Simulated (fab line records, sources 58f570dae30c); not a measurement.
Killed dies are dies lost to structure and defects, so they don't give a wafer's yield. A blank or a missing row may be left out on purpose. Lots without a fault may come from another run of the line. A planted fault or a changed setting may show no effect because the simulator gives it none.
fab line records | flow berkeley_cmos170
record lots=5 wafers=23
route steps=331 shown START@3 ZERO@7 NWELL@21 PWELL@36 ACTIVE@62
start_h: hours from the record's first day to the start of the lot's first wafer shown | wait_h: hours since the lot's step before | " the same as in the row above | L1.1+2: a row that stands for several wafers | - no value, or no start given | * or withheld: withheld | < > ~ a bound
route shown NAME@n: a module of which the file shows steps, and the number in the route of the first | usual: mean/standard deviation of fault-free wafers | same: alike in all rows | chamber/n: place in a boat | sites: the reading at each site | _std_site: their standard deviation | _edge_site: outer sites' mean less inner sites' | radius_mm: how far each site lies from the wafer's centre | mask NAME#n: copy n | behind: the tool/chamber that last shaped the wafer | hold: why the lot was held/for how many hours/how that ended | device: the transistor (n, p or np) that didn't switch | end of line: the same wafers' tests at the end of the route | a step without rows: its recipe alone | killed: dies lost to structure and defects at the first sort, not the wafer's yield | map: a wafer's dies, x killed, . not, _ none there
set.NAME: the setting as run; set.NAME@STEP: as run at that earlier step | model.NAME: the simulator's own value behind a step, which no gauge read
lots whose settings were changed on purpose; a table a step, a row a wafer
## steps
# step UCB170_START_OXIDATION_02
# recipe temp_c=950 ambient=O2 target_thk_a=200 ox_time_s=1800
# columns lot.wafer tool chamber start_h wait_h set.ox_time_s model.SiO2_of_START_OXIDATION_02.thk_nm
L074.1 - - - 1.4 1682 19.04
L074.2 " - " " 1682 18.71
L074.4 " - " " 1682 19.47
L074.5 " - " " 1682 19.3
L074.6 " - " " 1682 18.87
L075.1 - - - 2.0 1622 18.49
L075.2 " - " " 1622 18.4
L075.3 " - " " 1622 18.74
L075.5 " - " " 1622 18.62
L075.6 " - " " 1622 18.51
L076.1 - - - 2.7 2063 21.82
L076.2 " - " " 2063 21.9
L076.3 " - " " 2063 21.91
L076.4 " - " " 2063 22.02
L076.5 " - " " 2063 21.78
L078.1 - - - 2.2 1902 21.15
L078.2 " - " " 1902 20.91
L078.4 " - " " 1902 21.24
L078.5 " - " " 1902 21.17
L078.6 " - " " 1902 21.27
L080.4 furnace-01 0 41.96 1.7 1800 19.65
L080.5 " 0 " " 1800 19.49
L080.6 " 0 " " 1800 19.98
# step UCB170_START_THK_MEAS_03
# recipe reads=SiO2_of_START_OXIDATION_02
# usual START_OXIDE_THK=19.9/0.32
# columns lot.wafer tool chamber start_h wait_h set.ox_time_s@START_OXIDATION_02 START_OXIDE_THK[nm]
L074.1 film_metro-03 - - - 1682 19.0
L074.2 " - " " 1682 18.7
L074.4 " - " " 1682 19.4
L074.5 " - " " 1682 19.3
L074.6 " - " " 1682 18.9
L075.1 film_metro-02 - - - 1622 18.5
L075.2 " - " " 1622 18.4
L075.3 " - " " 1622 18.7
L075.5 " - " " 1622 18.6
L075.6 " - " " 1622 18.5
L076.1 film_metro-03 - - - 2063 21.8
L076.2 " - " " 2063 21.9
L076.3 " - " " 2063 21.9
L076.4 " - " " 2063 22.0
L076.5 " - " " 2063 21.8
L078.1 film_metro-01 - - - 1902 21.1
L078.2 " - " " 1902 20.9
L078.4 " - " " 1902 21.3
L078.5 " - " " 1902 21.1
L078.6 " - " " 1902 21.3
L080.4 film_metro-02 - 43.49 0.0 1800 19.6
L080.5 " - " " 1800 19.5
L080.6 " - " " 1800 20.0
# step UCB170_ZERO_COAT_01
# recipe resist=KrF spin_rpm=1500 resist_thk_nm=900
# columns lot.wafer tool chamber start_h wait_h set.resist_thk_nm model.KrF_of_ZERO_COAT_01.thk_nm
L074.1 litho_track-02 0 16.67 0.1 900 898.8
L074.2 " 0 " " 900 895.9
L074.4 " 0 " " 900 897.1
L074.5 " 0 " " 917.2 914.5
L074.6 " 0 " " 917.2 913.7
L075.1 litho_track-01 0 23.60 0.1 941.2 939.3
L075.2 " 0 " " 900 902.8
L075.3 " 0 " " 900 899
L075.5 " 0 " " 900 901.1
L075.6 " 0 " " 941.2 941.6
L076.1 litho_track-04 0 30.19 0.1 855.1 855.3
L076.2 " 0 " " 900 901
L076.3 " 0 " " 900 898.7
L076.4 " 0 " " 855.1 855.1
L076.5 " 0 " " 900 901.2
L078.1 litho_track-02 0 37.14 0.1 945.6 944.3
L078.2 " 0 " " 945.6 949.1
L078.4 " 0 " " 900 902.1
L078.5 " 0 " " 945.6 946.9
L078.6 " 0 " " 900 900.3
L080.4 litho_track-04 0 47.46 0.1 900 900.6
L080.5 " 0 " " 900 898.6
L080.6 " 0 " " 900 897.5
# step UCB170_ZERO_SOFTBAKE_02
# recipe resist=KrF temp_c=130 time_s=60
# step UCB170_ZERO_EXPOSE_03
# recipe mask_id=PM_MARKS na=0.5 sigma_outer=0.6 source_shape=conventional target_cd_nm=4000 dose_mj=30
# step UCB170_ZERO_DEVELOP_05
# recipe developer=TMAH develop_time_s=45 resist=KrF dev_temp_c=21
# step UCB170_ZERO_ETCH_06
# recipe chemistry=CHF3/CF4/Ar target=SiO2 time_s=12 pressure_mtorr=100 rf_w=500 CHF3_flow_sccm=50 cf4_flow_sccm=10 Ar_flow_sccm=120 over_etch_frac=1.58
# step UCB170_ZERO_STRIP_07
# recipe chemistry=O2 power_w=400 pressure_mtorr=3500 platen_temp_c=withheld o2_flow_sccm=400 overash_fraction=0.5
# usual strip_time_to_endpoint_s=21.44/0.062
# columns lot.wafer tool chamber start_h wait_h set.resist_thk_nm@ZERO_COAT_01 strip_time_to_endpoint_s
L074.1 plasma_asher-03 0 17.40 0.0 900 21.44
L074.2 " 1 " " 900 21.37
L074.4 " 1 " " 900 21.42
L074.5 " 0 " " 917.2 21.82
L074.6 " 1 " " 917.2 21.81
L075.1 plasma_asher-03 0 25.10 0.0 941.2 22.40
L075.2 " 1 " " 900 21.54
L075.3 " 0 " " 900 21.47
L075.5 " 1 " " 900 21.49
L075.6 " 0 " " 941.2 22.48
L076.1 plasma_asher-03 0 31.45 0.0 855.1 20.39
L076.2 " 1 " " 900 21.50
L076.3 " 1 " " 900 21.46
L076.4 " 0 " " 855.1 20.41
L076.5 " 0 " " 900 21.49
L078.1 plasma_asher-03 0 38.26 0.0 945.6 22.53
L078.2 " 1 " " 945.6 22.63
L078.4 " 1 " " 900 21.53
L078.5 " 1 " " 945.6 22.60
L078.6 " 0 " " 900 21.48
L080.4 plasma_asher-02 1 48.26 0.0 900 21.52
L080.5 " 1 " " 900 21.44
L080.6 " 0 " " 900 21.40
# step UCB170_NWELL_COAT_07
# recipe resist=KrF spin_rpm=1500 resist_thk_nm=900
# columns lot.wafer tool chamber start_h wait_h set.resist_thk_nm model.KrF_of_NWELL_COAT_07.thk_nm
L074.1 litho_track-04 0 28.39 0.1 850.6 855.5
L074.2 " 0 " " 850.6 852.4
L074.4 " 0 " " 900 902.6
L074.5 " 0 " " 900 900.3
L074.6 " 0 " " 850.6 851.7
L075.1 litho_track-04 0 34.71 0.1 900 897.8
L075.2+6 " 0 " " 918.6 917.8
L075.3 " 0 " " 918.6 919.7
L075.5 " 0 " " 900 898.1
L076.1 litho_track-01 0 39.92 0.1 900 902.3
L076.2 " 0 " " 900 898.8
L076.3 " 0 " " 900 902.7
L076.4 " 0 " " 900 901.9
L076.5 " 0 " " 900 903.1
L078.1 litho_track-01 0 47.79 0.1 900 900.4
L078.2 " 0 " " 900 902.1
L078.4 " 0 " " 900 898.4
L078.5 " 0 " " 948.5 948.9
L078.6 " 0 " " 948.5 949.9
L080.4 litho_track-01 0 59.15 0.1 900 898.4
L080.5 " 0 " " 900 898.7
L080.6 " 0 " " 900 896.4
# step UCB170_NWELL_SOFTBAKE_08
# recipe resist=KrF temp_c=130 time_s=60
# step UCB170_NWELL_EXPOSE_09
# recipe mask_id=NWELL target_cd_nm=3000 na=0.5 sigma_outer=0.6 source_shape=conventional dose_mj=25
# step UCB170_NWELL_DEVELOP_11
# recipe developer=TMAH develop_time_s=45 resist=KrF dev_temp_c=21
# step UCB170_NWELL_ETCH_13
# recipe chemistry=CH3F/Ar/O2 target=Si3N4 stop_on=SiO2 CH3F_flow_sccm=20 Ar_flow_sccm=50 O2_flow_sccm=7 pressure_mtorr=50 rf_w=450 target_depth_a=2464 over_etch_frac=0.1 time_s=154
# columns lot.wafer tool chamber start_h wait_h set.resist_thk_nm@NWELL_COAT_07 model.KrF_of_NWELL_COAT_07.thk_nm
L074.1 rie_diel-02 3 29.20 0.0 850.6 672.8
L074.2 " 1 " " 850.6 673.7
L074.4 " 0 " " 900 722.3
L074.5 " 1 " " 900 722.1
L074.6 " 3 " " 850.6 669.2
L075.1 rie_diel-03 0 35.73 0.0 900 725.1
L075.2 " 2 " " 918.6 739.8
L075.3 " 3 " " 918.6 743.1
L075.5 " 1 " " 900 719.9
L075.6 " 0 " " 918.6 743.3
L076.1 rie_diel-01 3 40.65 0.0 900 722.7
L076.2 " 1 " " 900 717.9
L076.3 " 2 " " 900 722.8
L076.4 " 0 " " 900 724.5
L076.5 " 3 " " 900 722.5
L078.1 rie_diel-03 2 48.51 0.0 900 722.4
L078.2 " 0 " " 900 728.2
L078.4 " 1 " " 900 720.2
L078.5 " 3 " " 948.5 772.8
L078.6 " 2 " " 948.5 771.4
L080.4 rie_diel-03 3 60.13 0.0 900 723.7
L080.5 " 1 " " 900 720.3
L080.6 " 2 " " 900 718.8
# step UCB170_NWELL_IMPLANT_14
# recipe species=P dose_cm2=1e+13 energy_kev=150 tilt_deg=7
# columns lot.wafer tool chamber start_h wait_h set.dose_cm2
L074.1+2+4+5+6 implanter-03 0 29.31 0.1 1e+13
L075.1+2+3+5+6 implanter-04 0 35.83 0.1 1e+13
L076.1+3+5 implanter-03 0 40.75 0.1 9.351e+12
L076.2+4 " 0 " " 1e+13
L078.1+4+6 implanter-02 0 48.62 0.1 1.049e+13
L078.2+5 " 0 " " 1e+13
L080.4+5+6 implanter-04 0 60.31 0.1 1e+13
# step UCB170_NWELL_STRIP_15
# recipe chemistry=O2 power_w=400 pressure_mtorr=3500 platen_temp_c=withheld o2_flow_sccm=400 overash_fraction=0.5
# usual strip_time_to_endpoint_s=18.00/0.074
# columns lot.wafer tool chamber start_h wait_h set.resist_thk_nm@NWELL_COAT_07 strip_time_to_endpoint_s
L074.1 plasma_asher-01 0 29.46 0.1 850.6 16.85
L074.2 " 1 " " 850.6 16.87
L074.4 " 1 " " 900 18.04
L074.5 " 0 " " 900 18.02
L074.6 " 1 " " 850.6 16.76
L075.1 plasma_asher-03 1 35.98 0.1 900 18.11
L075.2 " 0 " " 918.6 18.45
L075.3 " 1 " " 918.6 18.53
L075.5 " 0 " " 900 17.98
L075.6 " 1 " " 918.6 18.54
L076.1 plasma_asher-01 1 40.90 0.1 900 18.04
L076.2 " 0 " " 900 17.93
L076.3 " 1 " " 900 18.04
L076.4 " 0 " " 900 18.08
L076.5 " 1 " " 900 18.04
L078.1 plasma_asher-04 1 48.77 0.1 900 18.05
L078.2 " 0 " " 900 18.17
L078.4 " 0 " " 900 17.97
L078.5 " 0 " " 948.5 19.24
L078.6 " 1 " " 948.5 19.22
L080.4 plasma_asher-03 1 60.42 0.1 900 18.07
L080.5 " 1 " " 900 17.97
L080.6 " 0 " " 900 17.96
# step UCB170_NWELL_TW_MEAS_16
# usual NWELL_TW=1246/11
# columns lot.wafer tool chamber start_h wait_h set.dose_cm2@NWELL_IMPLANT_14 NWELL_TW
L074.1 film_metro-03 - 29.56 0.1 1e+13 1240
L074.2 " - " " 1e+13 1239
L074.4 " - " " 1e+13 1237
L074.5 " - " " 1e+13 1242
L074.6 " - " " 1e+13 1246
L075.1 film_metro-03 - 36.08 0.1 1e+13 1242
L075.2 " - " " 1e+13 1242
L075.3 " - " " 1e+13 1242
L075.5 " - " " 1e+13 1246
L075.6 " - " " 1e+13 1240
L076.1 film_metro-03 - 41.00 0.1 9.351e+12 1216
L076.2 " - " " 1e+13 1249
L076.3 " - " " 9.351e+12 1214
L076.4 " - " " 1e+13 1235
L076.5 " - " " 9.351e+12 1219
L078.1 film_metro-04 - 48.87 0.1 1.049e+13 1257
L078.2 " - " " 1e+13 1235
L078.4 " - " " 1.049e+13 1262
L078.5 " - " " 1e+13 1241
L078.6 " - " " 1.049e+13 1261
L080.4 film_metro-02 - 60.51 0.1 1e+13 1263
L080.5 " - " " 1e+13 1267
L080.6 " - " " 1e+13 1269
# step UCB170_PWELL_OXIDATION_02
# recipe temp_c=1000 ambient=O2 target_thk_a=264 ox_time_s=1260
# columns lot.wafer tool chamber start_h wait_h set.temp_c model.SiO2_of_PWELL_OXIDATION_02.thk_nm
L074.1 - - - 1.5 1021 31.61
L074.2 " - " " 1021 30.89
L074.4 " - " " 1021 31.18
L074.5 " - " " 1021 31.23
L074.6 " - " " 1021 31.6
L075.1 - - - 2.1 1013 28.83
L075.2 " - " " 1013 28.76
L075.3 " - " " 1013 28.72
L075.5 " - " " 1013 28.67
L075.6 " - " " 1013 29.25
L076.1 - - - 6.3 989.1 22.88
L076.2 " - " " 989.1 22.89
L076.3+5 " - " " 989.1 23.3
L076.4 " - " " 989.1 23.06
L078.1 - - - 3.3 1028 34.43
L078.2 " - " " 1028 34.5
L078.4 " - " " 1028 34.1
L078.5 " - " " 1028 34.18
L078.6 " - " " 1028 34.29
L080.4 furnace-03 0 67.29 2.3 1000 26.37
L080.5 " 0 " " 1000 26.44
L080.6 " 0 " " 1000 25.99
# step UCB170_PWELL_THK_MEAS_03
# recipe reads=SiO2_of_PWELL_OXIDATION_02
# usual PWELL_OXIDE_THK=26.3/0.48
# columns lot.wafer tool chamber start_h wait_h set.temp_c@PWELL_OXIDATION_02 PWELL_OXIDE_THK[nm]
L074.1 film_metro-04 - - - 1021 31.6
L074.2 " - " " 1021 30.8
L074.4 " - " " 1021 31.2
L074.5 " - " " 1021 31.3
L074.6 " - " " 1021 31.6
L075.1 film_metro-04 - - - 1013 28.8
L075.2 " - " " 1013 28.8
L075.3 " - " " 1013 28.7
L075.5 " - " " 1013 28.6
L075.6 " - " " 1013 29.2
L076.1 film_metro-01 - - - 989.1 23.0
L076.2 " - " " 989.1 22.9
L076.3 " - " " 989.1 23.3
L076.4 " - " " 989.1 23.1
L076.5 " - " " 989.1 23.3
L078.1 film_metro-01 - - - 1028 34.5
L078.2 " - " " 1028 34.5
L078.4 " - " " 1028 34.1
L078.5 " - " " 1028 34.1
L078.6 " - " " 1028 34.2
L080.4 film_metro-02 - 68.67 0.0 1000 26.4
L080.5 " - " " 1000 26.4
L080.6 " - " " 1000 26.0
# step UCB170_PWELL_ETCH_14
# recipe chemistry=CH3F/Ar/O2 target=Si3N4 stop_on=SiO2 CH3F_flow_sccm=20 Ar_flow_sccm=50 O2_flow_sccm=7 pressure_mtorr=50 rf_w=450 target_depth_a=2420 over_etch_frac=0.1 time_s=151
# columns lot.wafer tool chamber start_h wait_h set.rf_w set.temp_c@PWELL_OXIDATION_02 model.SiO2_of_PWELL_OXIDATION_02.thk_nm model.KrF_of_PWELL_COAT_08.thk_nm
L074.1 rie_diel-04 3 45.03 0.0 450 1021 27.68 718.4
L074.2 " 0 " " 450 1021 27.23 721.7
L074.4 " 3 " " 450 1021 27.25 716.6
L074.5 " 0 " " 450 1021 27.57 717.6
L074.6 " 2 " " 450 1021 27.71 720
L075.1 rie_diel-03 0 51.15 0.0 418.2 1013 25.34 733.2
L075.2 " 2 " " 418.2 1013 25.21 730.4
L075.3 " 3 " " 450 1013 25.11 726.6
L075.5 " 3 " " 450 1013 25.05 729.4
L075.6 " 2 " " 450 1013 25.32 725
L076.1 rie_diel-03 3 62.02 0.0 411.6 989.1 19.43 732.8
L076.2 " 0 " " 450 989.1 19.28 725.9
L076.3 " 1 " " 450 989.1 19.54 719.2
L076.4 " 2 " " 411.6 989.1 19.55 731
L076.5 " 3 " " 411.6 989.1 19.82 731.7
L078.1 rie_diel-03 2 67.61 0.0 485 1028 28.97 717.5
L078.2 " 0 " " 450 1028 30.93 726.4
L078.4 " 3 " " 450 1028 30.52 726.3
L078.5 " 0 " " 485 1028 29.66 719.7
L078.6 " 1 " " 485 1028 28.98 714
L080.4 rie_diel-02 0 77.98 0.1 450 1000 22.55 724.1
L080.5 " 1 " " 450 1000 22.85 726
L080.6 " 2 " " 450 1000 22.34 727
# step UCB170_ACTIVE_OXIDATION_02
# recipe temp_c=1000 ambient=O2 target_thk_a=264 ox_time_s=1260
# columns lot.wafer tool chamber start_h wait_h set.temp_c model.SiO2_of_ACTIVE_OXIDATION_02.thk_nm
L074.1 - - - 3.0 1030 34.64
L074.2 " - " " 1030 34.87
L074.4 " - " " 1030 34.22
L074.5 " - " " 1030 34.42
L074.6 " - " " 1030 34.49
L075.1 - - - 0.4 1019 30.3
L075.2 " - " " 1019 30.59
L075.3 " - " " 1019 30.92
L075.5 " - " " 1019 30.37
L075.6 " - " " 1019 30.42
L076.1 - - - 2.7 1022 31.64
L076.2 " - " " 1022 31.53
L076.3 " - " " 1022 31.65
L076.4 " - " " 1022 31.67
L076.5 " - " " 1022 31.57
L078.1 - - - 3.2 1021 31.63
L078.2 " - " " 1021 31.24
L078.4 " - " " 1021 31.57
L078.5 " - " " 1021 31.7
L078.6 " - " " 1021 31.28
L080.4 furnace-04 0 94.87 1.9 1000 25.79
L080.5 " 0 " " 1000 25.49
L080.6 " 0 " " 1000 25.55
# step UCB170_ACTIVE_THK_MEAS_03
# recipe reads=SiO2_of_ACTIVE_OXIDATION_02
# usual ACTIVE_OXIDE_THK=26.4/0.56
# columns lot.wafer tool chamber start_h wait_h set.temp_c@ACTIVE_OXIDATION_02 ACTIVE_OXIDE_THK[nm]
L074.1 film_metro-03 - - - 1030 34.6
L074.2 " - " " 1030 34.9
L074.4 " - " " 1030 34.2
L074.5 " - " " 1030 34.4
L074.6 " - " " 1030 34.5
L075.1 film_metro-02 - - - 1019 30.3
L075.2 " - " " 1019 30.6
L075.3 " - " " 1019 30.9
L075.5 " - " " 1019 30.4
L075.6 " - " " 1019 30.4
L076.1 film_metro-01 - - - 1022 31.6
L076.2 " - " " 1022 31.5
L076.3 " - " " 1022 31.6
L076.4 " - " " 1022 31.7
L076.5 " - " " 1022 31.6
L078.1 film_metro-01 - - - 1021 31.6
L078.2 " - " " 1021 31.2
L078.4 " - " " 1021 31.6
L078.5 " - " " 1021 31.7
L078.6 " - " " 1021 31.3
L080.4 film_metro-01 - 96.25 0.0 1000 25.8
L080.5 " - " " 1000 25.5
L080.6 " - " " 1000 25.6
## key
split step=UCB170_START_OXIDATION_02 setting=ox_time_s stated=1800 by=lot
response step=UCB170_START_OXIDATION_02 reading=model.SiO2_of_START_OXIDATION_02.thk_nm change=+0.141 per=1% r=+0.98
response step=UCB170_START_THK_MEAS_03 reading=START_OXIDE_THK change=+0.141 per=1% r=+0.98
split step=UCB170_ZERO_COAT_01 setting=resist_thk_nm stated=900 by=wafer
response step=UCB170_ZERO_COAT_01 reading=model.KrF_of_ZERO_COAT_01.thk_nm change=+8.9 per=1% r=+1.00
response step=UCB170_ZERO_STRIP_07 reading=strip_time_to_endpoint_s change=* per=1% r=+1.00
split step=UCB170_NWELL_COAT_07 setting=resist_thk_nm stated=900 by=wafer
response step=UCB170_NWELL_COAT_07 reading=model.KrF_of_NWELL_COAT_07.thk_nm change=+9.02 per=1% r=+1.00
response step=UCB170_NWELL_ETCH_13 reading=model.KrF_of_NWELL_COAT_07.thk_nm change=+9.11 per=1% r=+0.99
response step=UCB170_NWELL_STRIP_15 reading=strip_time_to_endpoint_s change=* per=1% r=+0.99
split step=UCB170_NWELL_IMPLANT_14 setting=dose_cm2 stated=1e+13 by=wafer
response step=UCB170_NWELL_TW_MEAS_16 reading=NWELL_TW change=+4.13 per=1% r=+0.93
split step=UCB170_PWELL_OXIDATION_02 setting=temp_c stated=1000 by=lot
response step=UCB170_PWELL_OXIDATION_02 reading=model.SiO2_of_PWELL_OXIDATION_02.thk_nm change=+2.76 per=1% r=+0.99
response step=UCB170_PWELL_THK_MEAS_03 reading=PWELL_OXIDE_THK change=+2.75 per=1% r=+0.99
response step=UCB170_PWELL_ETCH_14 reading=model.SiO2_of_PWELL_OXIDATION_02.thk_nm change=+2.57 per=1% r=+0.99
split step=UCB170_PWELL_ETCH_14 setting=rf_w stated=450 by=wafer
response step=UCB170_PWELL_ETCH_14 reading=model.KrF_of_PWELL_COAT_08.thk_nm change=-1.01 per=1% r=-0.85
split step=UCB170_ACTIVE_OXIDATION_02 setting=temp_c stated=1000 by=lot
response step=UCB170_ACTIVE_OXIDATION_02 reading=model.SiO2_of_ACTIVE_OXIDATION_02.thk_nm change=+2.95 per=1% r=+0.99
response step=UCB170_ACTIVE_THK_MEAS_03 reading=ACTIVE_OXIDE_THK change=+2.94 per=1% r=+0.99
